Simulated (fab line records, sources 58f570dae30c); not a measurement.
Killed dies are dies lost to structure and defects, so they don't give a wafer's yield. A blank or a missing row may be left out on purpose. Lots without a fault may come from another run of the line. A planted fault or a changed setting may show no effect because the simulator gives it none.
Split-lot experiment | flow berkeley_cmos170 | 5 lots, 23 wafers read, on a route of 331 steps

THE SPLIT
At UCB170_V1_PEB_10, the setting peb_temp_c was moved away from the recipe's 130 C on 11 of the 23 wafers read, by -2.6% to +2.7%. The other wafers ran this setting at the recipe's value.

FROM THE SPLIT TO THE READING: what the file shows between them, 4 steps
- UCB170_V1_DEVELOP_11: develop time 45 s
- UCB170_V1_CD_MEAS_12: target cd 700 nm
- UCB170_V1_ETCH_14: etches SiO2 in CHF3/CF4/Ar, stops on Al, target depth 1250 nm, time 291 s (also split here: over_etch_frac)
- UCB170_V1_STRIP_15: strips in O2

THE READING
cd_nm, in nm, at UCB170_V1_CD_MEAS_90 (target cd 700 nm). Fault-free wafers of this fab line usually give 700.6 nm, standard deviation 1.4 nm.

wafer  | tool, chamber at the split | peb_temp_c as run, C | against the recipe | cd_nm, nm | against lot-mates on the recipe
L074.1 | litho_track-02, 0          | 133.5                | +2.7%              | 718.7     | +16.8
L074.2 | litho_track-02, 0          | 130                  | recipe             | 702.2     | -
L074.4 | litho_track-02, 0          | 130                  | recipe             | 701.7     | -
L074.5 | litho_track-02, 0          | 133.5                | +2.7%              | 721.8     | +19.8
L074.6 | litho_track-02, 0          | 133.5                | +2.7%              | 719.8     | +17.8
L075.1 | litho_track-03, 0          | 130                  | recipe             | 700.3     | -
L075.3 | litho_track-03, 0          | 130                  | recipe             | 700.0     | -
L075.6 | litho_track-03, 0          | 130                  | recipe             | 700.1     | -
L078.1 | litho_track-03, 0          | 132.1                | +1.6%              | 712.2     | +12.3
L078.3 | litho_track-03, 0          | 130                  | recipe             | 699.9     | -
L078.4 | litho_track-03, 0          | 130                  | recipe             | 699.9     | -
L078.5 | litho_track-03, 0          | 132.1                | +1.6%              | 711.1     | +11.2
L078.6 | litho_track-03, 0          | 132.1                | +1.6%              | 712.4     | +12.5
L079.1 | litho_track-03, 0          | 126.6                | -2.6%              | 675.9     | -24.6
L079.2 | litho_track-03, 0          | 126.6                | -2.6%              | 674.8     | -25.8
L079.4 | litho_track-03, 0          | 130                  | recipe             | 700.5     | -
L079.5 | litho_track-03, 0          | 130                  | recipe             | 700.6     | -
L079.6 | litho_track-03, 0          | 126.6                | -2.6%              | 674.4     | -26.1
L081.2 | litho_track-03, 0          | 130                  | recipe             | 701.5     | -
L081.3 | litho_track-03, 0          | 132.6                | +2.0%              | 712.5     | +12.3
L081.4 | litho_track-03, 0          | 130                  | recipe             | 701.3     | -
L081.5 | litho_track-03, 0          | 130                  | recipe             | 697.8     | -
L081.6 | litho_track-03, 0          | 132.6                | +2.0%              | 716.0     | +15.8

THE FIT
A straight line over all 23 wafers: cd_nm changes by +8.27 nm for each +1% of peb_temp_c; r = +0.99; the points scatter about the line by 1.9 nm.
The same after taking each lot's own level away (the mean of its wafers on the recipe; 23 wafers): +8.16 nm for each +1%; r = +0.99; scatter 2 nm.
On that fit, the largest move of peb_temp_c shifts the reading by 22 nm.
The lots' own levels span 699.90 to 701.95 nm, that is 1.5 times the standard deviation above.
So the lot-to-lot level changes the slope little: the two slopes agree.
Check: with one of the wafers moved furthest among these (+2.7%) left out of the fit, the line predicts +21.2 nm for it against its lot-mates. It came out at +16.8 nm against them.

OTHER SPLITS ON THESE WAFERS
These wafers also went through other splits before the reading. Each is held against what the fit with the lots' levels taken away leaves over:
other split on the same wafers   | wafers away from the commonest value | r with cd_nm (lot level and that fit taken away)
UCB170_M1_PEB_07 peb_temp_c      | 8                                    | +0.16
UCB170_V1_ETCH_14 over_etch_frac | 9                                    | -0.29

THE WHOLE CHAIN: every reading that the file lists as answering this split, in the file's order
step                 | what it does                                                              | reading                                                   | change (the file's fit)              | r (the file's)
UCB170_V1_CD_MEAS_12 | target cd 700 nm                                                          | cd_nm                                                     | +8.01 nm for each +1% of the setting | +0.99
UCB170_V1_ETCH_14    | etches SiO2 in CHF3/CF4/Ar, stops on Al, target depth 1250 nm, time 291 s | V1.cd_nm (the simulator's own value, which no gauge read) | +7.82 nm for each +1% of the setting | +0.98
UCB170_V1_CD_MEAS_90 | target cd 700 nm                                                          | cd_nm                                                     | +7.87 nm for each +1% of the setting | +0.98

THE FILE'S OWN FIT
cd_nm changes by +7.87 nm for each +1% of peb_temp_c, r = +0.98.
